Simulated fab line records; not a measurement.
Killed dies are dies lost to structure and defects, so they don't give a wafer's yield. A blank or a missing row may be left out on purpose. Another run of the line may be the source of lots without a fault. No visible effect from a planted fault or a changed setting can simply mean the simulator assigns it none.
Split-lot experiment -- flow berkeley-cmos170 -- 23 wafers read across 5 lots, on a route 331 steps long

ON THE SPLIT
At UCB170_NSD_COAT_01 (resist thk 900 nm), the setting spin-rpm was moved away from the recipe's 1500 rpm on 11 of the 23 wafers read, by -4.9% to +5.8%. This setting was run at the recipe's value on the other wafers.

Reading taken at the split's own step.

THE READING
KrF_of_NSD_COAT_01.thk-nm (the simulator's own value, which no gauge read), in nm, at UCB170_NSD_COAT_01 (resist thk 900 nm). No usual value for it is given in the file. Across the 12 wafers here that went through the recipe, the average is 899.8 nm and the standard deviation 1.7 nm.

wafer,"tool, chamber at the split","spin-rpm as run, rpm",against the recipe,"KrF_of_NSD_COAT_01.thk-nm, nm",against lot-mates on the recipe
L075.2,"litho-track-02, 0",1500,recipe,903,-
L075.4,"litho-track-02, 0",1500,recipe,900.8,-
L075.5,"litho-track-02, 0",1500,recipe,900,-
L074.1,"litho-track-02, 0",1530,+2.0%,894.2,-5.5
L074.2,"litho-track-02, 0",1500,recipe,900.1,-
L074.3,"litho-track-02, 0",1530,+2.0%,889.1,-10.6
L074.4,"litho-track-02, 0",1500,recipe,898.3,-
L074.5,"litho-track-02, 0",1500,recipe,900.7,-
L077.1,"litho-track-02, 0",1500,recipe,897.1,-
L077.3,"litho-track-02, 0",1587,+5.8%,875.8,-21.0
L077.4,"litho-track-02, 0",1500,recipe,896.5,-
L077.5,"litho-track-02, 0",1587,+5.8%,873.7,-23.1
L077.6,"litho-track-02, 0",1587,+5.8%,872.2,-24.6
L081.1,"litho-track-03, 0",1500,recipe,900.9,-
L081.2,"litho-track-03, 0",1426,-4.9%,923.4,+23.1
L081.3,"litho-track-03, 0",1500,recipe,899.7,-
L081.4,"litho-track-03, 0",1426,-4.9%,924.6,+24.3
L081.5,"litho-track-03, 0",1426,-4.9%,923,+22.7
L084.2,"litho-track-03, 0",1500,recipe,900.1,-
L084.3,"litho-track-03, 0",1584,+5.6%,877.8,-22.4
L084.4,"litho-track-03, 0",1500,recipe,900.3,-
L084.5,"litho-track-03, 0",1584,+5.6%,877,-23.2
L084.6,"litho-track-03, 0",1584,+5.6%,876,-24.2

FIT RESULTS
A straight line over all 23 wafers: KrF_of_NSD_COAT_01.thk-nm changes by -4.47 nm for each +1% of spin-rpm; r = -0.99; the points scatter about the line by 1.9 nm.
The same after taking each lot's own level away (the mean of its wafers on the recipe; 23 wafers): -4.29 nm for each +1%; r = -0.99; scatter 1.5 nm.
Per that fit: largest spin-rpm move, reading shift of 25 nm.
The span of the lots' own levels, 896.80 to 901.27 nm, comes to 2.6 times the standard deviation stated above.
Hence the lot-to-lot level has little effect on the slope; both slopes agree.
Check: -24.7 nm against its lot-mates is what the line predicts for one of the wafers moved furthest among these (+5.8%) when that wafer is left out of the fit. It came out at -21 nm against them.

OTHER SPLITS ON THESE WAFERS
Before the reading, these wafers also passed through other splits. Each is held against what the fit with the lots' levels taken away leaves over:
other split on the same wafers,wafers away from the commonest value,r with KrF_of_NSD_COAT_01.thk-nm (lot level and that fit taken away)
UCB170_START_OXIDATION_02 ox-time-s,15,+0.23
UCB170_ZERO_COAT_01 spin-rpm,7,+0.40
UCB170_ZERO_DEVELOP_05 dev-temp-c,10,-0.10
UCB170_PWELL_CVD_05 pressure-mtorr,10,+0.02
UCB170_ACTIVE_CVD_05 pressure-mtorr,10,+0.25
UCB170_ACTIVE_EXPOSE_10 dose-mj,10,+0.09
UCB170_PFIELD_IMPLANT_07 energy-kev,8,-0.13
UCB170_PVT_COAT_01 spin-rpm,6,-0.20
UCB170_GATE_COAT_07 spin-rpm,5,+0.14
UCB170_NLDD_IMPLANT_09 energy-kev,8,-0.12

THE FILE'S OWN FIT
KrF_of_NSD_COAT_01.thk-nm changes by -4.23 nm for each +1% of spin-rpm, r = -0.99.
